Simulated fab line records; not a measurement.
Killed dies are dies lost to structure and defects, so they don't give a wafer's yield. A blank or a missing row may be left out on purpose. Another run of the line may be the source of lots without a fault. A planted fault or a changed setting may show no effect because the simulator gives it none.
Struck lot and sound lot, side by side + flow rit-cmos + 18 steps out of a route of 202
Sound: the wafers L603.1, L603.2, L603.6. Wafers L611.2, L611.5, L611.6 were the ones struck. Last of all comes the cause.
Order at every step that has rows: each side's tool, ch and its chambers, its first start. Under that, the readings that differ: sound wafers + struck wafers + difference of the means + sigmas: that difference in standard deviations of wafers without a fault.
alike: readings with means less than 2 such deviations apart, plus words and numbers identical on both sides. not compared: withheld readings, readings lacking a value on some wafer, bounds such as >300 that could conceal the same value, and numbers that have no deviation in the record and whose values overlap.
A row with sigmas, a row that says differs or no value, or rows on one side alone: a step with any of these is where the two part. Numbers that have no deviation but don't overlap get no sigmas and don't part them. A reading that every wafer of one side lacks parts them only if that side has two wafers or more.

first, 4 steps without rows for these wafers: RIT_NLDD_SOFTBAKE_02 (time 60 s); RIT_NLDD_EXPOSE_03 (exposes mask M7, target cd 40700 nm); RIT_NLDD_PEB_04; RIT_NLDD_DEVELOP_05 (develop time 50 s).
RIT_NLDD_OVL_MEAS_06:
  sound on overlay-01, day 3 05:10; struck on overlay-01, day 4 18:41
  alike: NLDD_OVL
then, 2 steps without rows for these wafers: RIT_NLDD_HARDBAKE_07 (time 60 s); RIT_NLDD_IMPLANT_08.
RIT_NLDD_STRIP_09: strips in O2, time 180 s.
  sound on plasma-asher-04 ch 0,1, day 3 05:30; struck on plasma-asher-04 ch 0,1, day 4 19:01
  alike: drypump-motor-current-A, rf-refl-power-W
  not compared: rf-hours-counter-h
RIT_NLDD_TW_MEAS_10:
  sound on film-metro-02, day 3 05:40; struck on film-metro-03, day 4 19:11
  alike: NLDD_TW
then, 3 steps without rows for these wafers: RIT_PLDD_HMDS_00 (prime time 60 s); RIT_PLDD_COAT_01 (resist thk 1000 nm); RIT_PLDD_SOFTBAKE_02 (time 60 s).
RIT_PLDD_EXPOSE_03: exposes mask M8, target cd 40900 nm.
  sound on iline-stepper-02 ch 0, day 3 06:11; struck on iline-stepper-01 ch 0, day 4 19:50
| reading                      | sound                | struck            | difference | sigmas |
|------------------------------|----------------------|-------------------|------------|--------|
| model.PLDD.overlay-x-nm (nm) | 0.5132 0.5132 0.5132 | 128.9 128.9 128.9 | +128.4     |        |
  alike: mask
then, 2 steps without rows for these wafers: RIT_PLDD_PEB_04; RIT_PLDD_DEVELOP_05 (develop time 50 s).
RIT_PLDD_OVL_MEAS_06:
  sound on overlay-01, day 3 06:43; struck on overlay-01, day 4 20:13
| reading       | sound       | struck            | difference | sigmas |
|---------------|-------------|-------------------|------------|--------|
| PLDD_OVL (nm) | 1.2 2.7 3.3 | 129.4 129.3 130.0 | +127.2     | +91    |
then, 1 step without rows for these wafers: RIT_PLDD_HARDBAKE_07 (time 60 s).
RIT_M1_PROBE_99:
  sound on prober-02, day 3 22:13; struck on prober-02, day 5 10:28
| reading                        | sound          | struck         | difference | sigmas |
|--------------------------------|----------------|----------------|------------|--------|
| model.etest.pldd.width-nm (nm) | 3161 3166 3158 | 3148 3125 3121 | -30        |        |
  alike: killed-at-contacts, killed-at-front-end, killed-dies, killed-open, killed-short

WHERE THEY PART
Only at RIT_PLDD_OVL_MEAS_06, as far as this record shows. Later steps at which nothing parts them and some readings are alike: RIT_M1_PROBE_99.

WHY: the cause the simulator had injected
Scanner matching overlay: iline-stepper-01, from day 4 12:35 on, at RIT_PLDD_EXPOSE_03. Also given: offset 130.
